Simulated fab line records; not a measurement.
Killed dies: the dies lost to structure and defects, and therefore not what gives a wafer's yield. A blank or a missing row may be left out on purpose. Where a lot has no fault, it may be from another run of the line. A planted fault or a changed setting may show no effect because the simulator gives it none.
A lot that was struck, set against a sound lot | flow rit_cmos | 43 steps out of a route of 202
Sound: these wafers, L313.3, L313.4, L313.6. Struck: wafers L324.2, L324.5, L324.6. At the end, the cause is stated.
Per side, at each step with rows, come the tool, then ch with its chambers, and then its first start. Under that, the readings that differ: sound wafers | struck wafers | difference of the means | sigmas: that difference in standard deviations of wafers without a fault.
alike: same words and numbers on both sides, and readings whose means sit less than 2 such deviations apart. not compared: any withheld reading, any reading some wafer has no value for, any bound like >300 that may hide the same value, and any number with overlapping values for which the record gives no deviation.
The two part at a step that has a row with sigmas, a row that says differs or no value, or rows on one side only. Non-overlapping numbers with no deviation appear without sigmas and do not part them. Lack of a reading on every wafer of one side parts them only where that side has two or more wafers.

first, 2 steps without rows for these wafers: RIT_SPACER_CLEAN_02 (cleans in SC2, time 600 s); RIT_SPACER_CVD_03 (deposits Si3N4 from SiH2Cl2/NH3, target thk 250 nm, time 3300 s).
RIT_SPACER_THK_MEAS_04:
  sound on film_metro-04, day 3 16:46; struck on film_metro-03, day 5 16:12
  alike: SPACER_NITRIDE_THK
then, 7 steps without rows for these wafers: RIT_SPACER_ETCHBACK_05 (etches Si3N4 in SF6/CHF3, stops on SiO2, target depth 250 nm, time 240 s); RIT_NSD_HMDS_00 (prime time 60 s); RIT_NSD_COAT_01 (resist thk 1000 nm); RIT_NSD_SOFTBAKE_02 (time 60 s); RIT_NSD_EXPOSE_03 (exposes mask M9, target cd 40700 nm); RIT_NSD_PEB_04; RIT_NSD_DEVELOP_05 (develop time 50 s).
RIT_NSD_OVL_MEAS_06:
  sound on overlay-02, day 3 17:58; struck on overlay-02, day 5 17:23
  alike: NSD_OVL
then, 1 step without rows for these wafers: RIT_NSD_HARDBAKE_07 (time 60 s).
RIT_NSD_IMPLANT_08:
  sound on implanter-02 ch 0, day 3 18:12; struck on implanter-02 ch 0, day 5 17:35
then, 1 step without rows for these wafers: RIT_NSD_STRIP_09 (strips in O2, time 180 s).
RIT_NSD_TW_MEAS_10:
  sound on film_metro-01, day 3 18:29; struck on film_metro-04, day 5 17:53
  alike: NSD_TW
then, 6 steps without rows for these wafers: RIT_PSD_HMDS_00 (prime time 60 s); RIT_PSD_COAT_01 (resist thk 1000 nm); RIT_PSD_SOFTBAKE_02 (time 60 s); RIT_PSD_EXPOSE_03 (exposes mask M10, target cd 40900 nm); RIT_PSD_PEB_04; RIT_PSD_DEVELOP_05 (develop time 50 s).
RIT_PSD_OVL_MEAS_06:
  sound on overlay-02, day 3 19:37; struck on overlay-01, day 5 18:55
  reading      | sound          | struck      | difference | sigmas
  PSD_OVL (nm) | -1.9 -0.5 -3.3 | 2.3 2.5 2.9 | +4.5       | +3
then, 2 steps without rows for these wafers: RIT_PSD_HARDBAKE_07 (time 60 s); RIT_PSD_IMPLANT_08.
RIT_PSD_STRIP_09: strips in O2, time 180 s.
  sound on plasma_asher-01 ch 0,1, day 3 19:59; struck on plasma_asher-01 ch 0,1, day 5 19:15
  alike: drypump_motor_current_A
  not compared: rf_hours_counter_h
RIT_PSD_TW_MEAS_10:
  sound on film_metro-04, day 3 20:08; struck on film_metro-04, day 5 19:26
  alike: PSD_TW
then, 3 steps without rows for these wafers: RIT_SDANNEAL_CLEAN_00 (cleans in SC1, time 600 s); RIT_SDANNEAL_CLEAN_01 (cleans in dHF, time 30 s); RIT_SDANNEAL_CLEAN_02 (cleans in SC2, time 600 s).
RIT_SDANNEAL_RTA_03: time 5 s.
  sound on rtp_anneal-02 ch 0, day 3 20:34; struck on rtp_anneal-01 ch 0, day 5 19:52
  alike: anneal_temp_c_max, ramp_down_c_per_s, ramp_up_c_per_s, wafer_temp_C_max
RIT_SDANNEAL_RS_MEAS_04: a four-point-probe measurement.
  sound on film_metro-04, day 3 20:41; struck on film_metro-02, day 5 19:56
  reading         | sound                | struck               | difference | sigmas
  PSD_RS (ohm/sq) | 115.58 115.33 115.09 | 115.75 115.84 116.25 | +0.61      | +2
RIT_SDANNEAL_RS_MEAS_05: a four-point-probe measurement.
  sound on film_metro-04, day 3 20:49; struck on film_metro-02, day 5 20:03
  reading         | sound          | struck         | difference | sigmas
  NSD_RS (ohm/sq) | 84.8 84.7 84.7 | 83.9 84.0 83.9 | -0.8       | -3
RIT_SDANNEAL_RS_MEAS_06: a four-point-probe measurement.
  sound on film_metro-04, day 3 20:56; struck on film_metro-02, day 5 20:10
  alike: PLDD_RS
RIT_SDANNEAL_RS_MEAS_07: a four-point-probe measurement.
  sound on film_metro-04, day 3 21:03; struck on film_metro-02, day 5 20:17
  alike: NLDD_RS
then, 1 step without rows for these wafers: RIT_SILICIDE_WET_ETCH_00 (etches SiO2 in BOE, target depth 14 nm, time 15 s).
RIT_SILICIDE_SPUTTER_01: material Ti, target thk 30 nm, time 240 s.
  sound on pvd_sputter-03, day 3 21:08; struck on pvd_sputter-04, day 5 20:25
  alike: throttle_valve_pct
RIT_SILICIDE_RS_MEAS_02: a four-point-probe measurement.
  sound on film_metro-03, day 3 21:20; struck on film_metro-03, day 5 20:35
  alike: SILICIDE_TI_RS
RIT_SILICIDE_THK_MEAS_03: measures by xrf.
  sound on film_metro-03, day 3 21:26; struck on film_metro-03, day 5 20:41
  alike: SILICIDE_TI_THK
RIT_SILICIDE_RTA_04: time 10 s, ramp up 5 s, ramp down 5 s.
  sound on rtp_anneal-01 ch 0, day 3 21:29; struck on rtp_anneal-02 ch 0, day 5 20:45
  reading          | sound             | struck            | difference | sigmas
  wafer_temp_C_max | 654.8 656.0 654.1 | 652.8 653.4 653.0 | -1.9       | -2
  alike: anneal_temp_c_max
then, 1 step without rows for these wafers: RIT_SILICIDE_WET_ETCH_05 (etches Ti in SPM, time 120 s).
RIT_SILICIDE_RTA_06: time 10 s, ramp up 5 s, ramp down 10 s.
  sound on rtp_anneal-02 ch 0, day 3 21:37; struck on rtp_anneal-01 ch 0, day 5 20:52
  alike: anneal_temp_c_max, wafer_temp_C_max
then, 1 step without rows for these wafers: RIT_CONTACT_CVD_00 (deposits SiO2 from TEOS, target thk 400 nm, time 61 s).
RIT_M1_PROBE_99:
  sound on prober-02, day 4 04:07; struck on prober-02, day 6 03:19
  reading                                   | sound                         | struck                    | difference | sigmas
  model.etest.antenna_poly.gate_log10_a_cm2 | -6.387 -5.825 -6.083          | -5.124 -5.124 -5.281      | +0.922     |
  model.etest.nmos_0p15.gate_bv_v (V)       | 4.774 4.787 4.762             | 4.374 4.403 4.379         | -0.389     |
  model.etest.nmos_0p3.bv_v (V)             | 5.511 5.503 5.485             | 5.242 5.259 5.258         | -0.247     |
  model.etest.nmos_0p15.bv_v (V)            | 5.511 5.503 5.485             | 5.242 5.259 5.258         | -0.247     |
  model.etest.antenna_poly.vt_shift_v (V)   | -0.003691 -0.002225 -0.009584 | -0.0325 -0.02838 -0.03352 | -0.0263    |
  alike: killed_at_M0_to_M3, killed_at_front_end, killed_dies, killed_open, killed_short
  not compared: model.etest.nmos_0p15.tox_inv_nm_range

== WHERE THEY PART ==
At RIT_PSD_OVL_MEAS_06 first; at RIT_SILICIDE_RTA_04 last (within this record only). Later steps at which nothing parts them and some readings are alike: RIT_SILICIDE_RTA_06, RIT_M1_PROBE_99.

WHY: the cause the simulator had injected
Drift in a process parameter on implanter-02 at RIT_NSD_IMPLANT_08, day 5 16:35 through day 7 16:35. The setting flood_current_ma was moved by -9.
